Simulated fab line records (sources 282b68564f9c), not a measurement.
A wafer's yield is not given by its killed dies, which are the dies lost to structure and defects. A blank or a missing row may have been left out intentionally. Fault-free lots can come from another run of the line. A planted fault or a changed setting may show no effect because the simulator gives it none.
Which of the tools did it? | flow ritCmos | 14 lots with 42 wafers sampled at 3 steps, on a route of 202 steps

== WHAT EACH GAUGE READ, for each wafer ==
RIT_SILICIDE_THK_MEAS_03: measures by xrf.
lot  | measured    | on           | SILICIDE_TI_THK (nm)
L664 | day 3 06:49 | filmMetro-04 | 30.4 30.4 30.0
L665 | day 3 11:20 | filmMetro-01 | 30.8 30.9 30.7
L667 | day 3 22:45 | filmMetro-02 | 30.5 30.2 30.7
L668 | day 4 06:16 | filmMetro-04 | 30.4 29.8 30.3
L669 | day 4 08:40 | filmMetro-02 | 30.3 29.6 30.0
L670 | day 4 14:38 | filmMetro-01 | 30.4 30.2 30.5
L672 | day 4 20:50 | filmMetro-02 | 29.9 30.6 30.2
L674 | day 5 11:23 | filmMetro-02 | 30.5 30.4 30.3
L679 | day 6 13:26 | filmMetro-01 | 30.0 29.7 29.9
L678 | day 6 14:38 | filmMetro-01 | 30.1 30.1 30.3
L681 | day 7 04:37 | filmMetro-04 | 30.1 29.8 29.8
L680 | day 7 06:34 | filmMetro-02 | 30.1 30.0 30.1
L685 | day 8 10:20 | filmMetro-02 | 30.4 30.2 29.9
L687 | day 8 16:11 | filmMetro-02 | 29.9 30.1 30.1

== TOOL THAT RAN EACH LOT (tool first, then ch and the chambers of the sampled wafers, then the start) ==
lot  | RIT_GATE_STRIP_20                  | RIT_SPACER_ETCHBACK_05
L664 | plasmaAsher-02 ch 0,1, day 2 16:32 | rieDiel-02 ch 0,1,2, day 3 02:30
L665 | plasmaAsher-03 ch 0,1, day 2 20:38 | rieDiel-02 ch 2,3, day 3 06:52
L667 | plasmaAsher-02 ch 0,1, day 3 09:43 | rieDiel-03 ch 0,1,3, day 3 18:34
L668 | plasmaAsher-04 ch 0,1, day 3 15:34 | rieDiel-03 ch 0,1,2, day 4 01:44
L669 | plasmaAsher-02 ch 0,1, day 3 17:52 | rieDiel-03 ch 0,1,2, day 4 04:22
L670 | plasmaAsher-03 ch 0,1, day 3 23:37 | rieDiel-02 ch 0,2,3, day 4 10:10
L672 | plasmaAsher-02 ch 0,1, day 4 06:25 | rieDiel-02 ch 0,2,3, day 4 16:02
L674 | plasmaAsher-04 ch 0,1, day 4 20:56 | rieDiel-02 ch 0,2,3, day 5 07:11
L679 | plasmaAsher-03 ch 0,1, day 5 19:42 | rieDiel-02 ch 0,2,3, day 6 09:08
L678 | plasmaAsher-04 ch 0,1, day 5 19:59 | rieDiel-04 ch 0,1,2, day 6 10:14
L681 | plasmaAsher-02 ch 0, day 6 13:07   | rieDiel-02 ch 0,2,3, day 7 00:10
L680 | plasmaAsher-04 ch 0,1, day 6 13:21 | rieDiel-04 ch 1,2, day 7 02:23
L685 | plasmaAsher-03 ch 0,1, day 7 19:38 | rieDiel-04 ch 0,1,3, day 8 06:01
L687 | plasmaAsher-04 ch 1, day 7 22:52   | rieDiel-02 ch 1,3, day 8 11:40
- RIT_GATE_STRIP_20: strips in O2, time 180 s.
- RIT_SPACER_ETCHBACK_05: etches Si3N4 in SF6/CHF3, stops on SiO2, target depth 250 nm, time 240 s.

== AS READ BY THE TOOLS THEMSELVES (means over the sampled wafers that have a number; for cases with no such wafer, the mark the record gives instead) ==
RIT_GATE_STRIP_20.
lot  | tool           | drypumpMotorCurrentA (A) | o2FlowSccm (sccm)
L664 | plasmaAsher-02 | 6.1                      | 3991
L665 | plasmaAsher-03 | 5.4                      | 3994
L667 | plasmaAsher-02 | 6.3                      | 3999
L668 | plasmaAsher-04 | 5.7                      | 4005
L669 | plasmaAsher-02 | 6.3                      | 3993
L670 | plasmaAsher-03 | 5.4                      | 3997
L672 | plasmaAsher-02 | 6.3                      | 4004
L674 | plasmaAsher-04 | 5.7                      | 4004
L679 | plasmaAsher-03 | 5.4                      | 4001
L678 | plasmaAsher-04 | 5.7                      | 4002
L681 | plasmaAsher-02 | 6.5                      | 4000
L680 | plasmaAsher-04 | 5.5                      | 3987
L685 | plasmaAsher-03 | 5.6                      | 3998
L687 | plasmaAsher-04 | 5.9                      | 3997

RIT_SPACER_ETCHBACK_05.
lot  | tool       | CHF3_flow_sccm (sccm) | drypumpMotorCurrentA (A) | oesProductAu (a.u.) | throttleValvePct (%)
L664 | rieDiel-02 | 29.98                 | 5.6                      | 0.853               | 10.26
L665 | rieDiel-02 | 29.97                 | 5.6                      | 0.853               | 10.48
L667 | rieDiel-03 | 30.03                 | 5.6                      | 0.847               | 10.15
L668 | rieDiel-03 | 30.03                 | 5.6                      | 0.840               | 10.22
L669 | rieDiel-03 | 29.95                 | 5.6                      | 0.836               | 10.21
L670 | rieDiel-02 | 30.08                 | 5.4                      | 0.871               | 10.35
L672 | rieDiel-02 | 30.01                 | 5.4                      | 0.853               | 10.36
L674 | rieDiel-02 | 29.95                 | 5.4                      | 0.847               | 10.35
L679 | rieDiel-02 | 30.01                 | 5.3                      | 0.850               | 10.35
L678 | rieDiel-04 | 29.96                 | 5.7                      | 0.846               | 10.39
L681 | rieDiel-02 | 29.97                 | 5.4                      | 0.856               | 10.35
L680 | rieDiel-04 | 30.00                 | 5.9                      | 0.860               | 10.43
L685 | rieDiel-04 | 30.01                 | 5.6                      | 0.862               | 10.41
L687 | rieDiel-02 | 29.97                 | 5.9                      | 0.840               | 10.42

== THE ANSWER, worked out from the rows above alone ==
Rule: usual is defined by the lots themselves. Put in order of their means at a reading, lots are off if they are a third of the lots or fewer, leave a main group of 4 or more, and stand apart from it by a gap of 3 or more times the standard deviation of the main group's means; of several such gaps the widest counts. A main group is skipped when, at the precision printed for the reading in the tables above, its means are all equal. A lot without any number at a reading at which 4 lots or more have one is off too. All remaining lots with rows at the step are treated as sound. After the gauges, taken in route order, come the tools' own readings; for these a lot's mean is taken, as printed above. The first step at which some lot is off is used, and at that step the reading that is off furthest; a lot without a number counts as furthest.
No lot is off at any reading shown: from this, nothing can be told.

== WHAT THE SIMULATOR HAD PUT IN ==
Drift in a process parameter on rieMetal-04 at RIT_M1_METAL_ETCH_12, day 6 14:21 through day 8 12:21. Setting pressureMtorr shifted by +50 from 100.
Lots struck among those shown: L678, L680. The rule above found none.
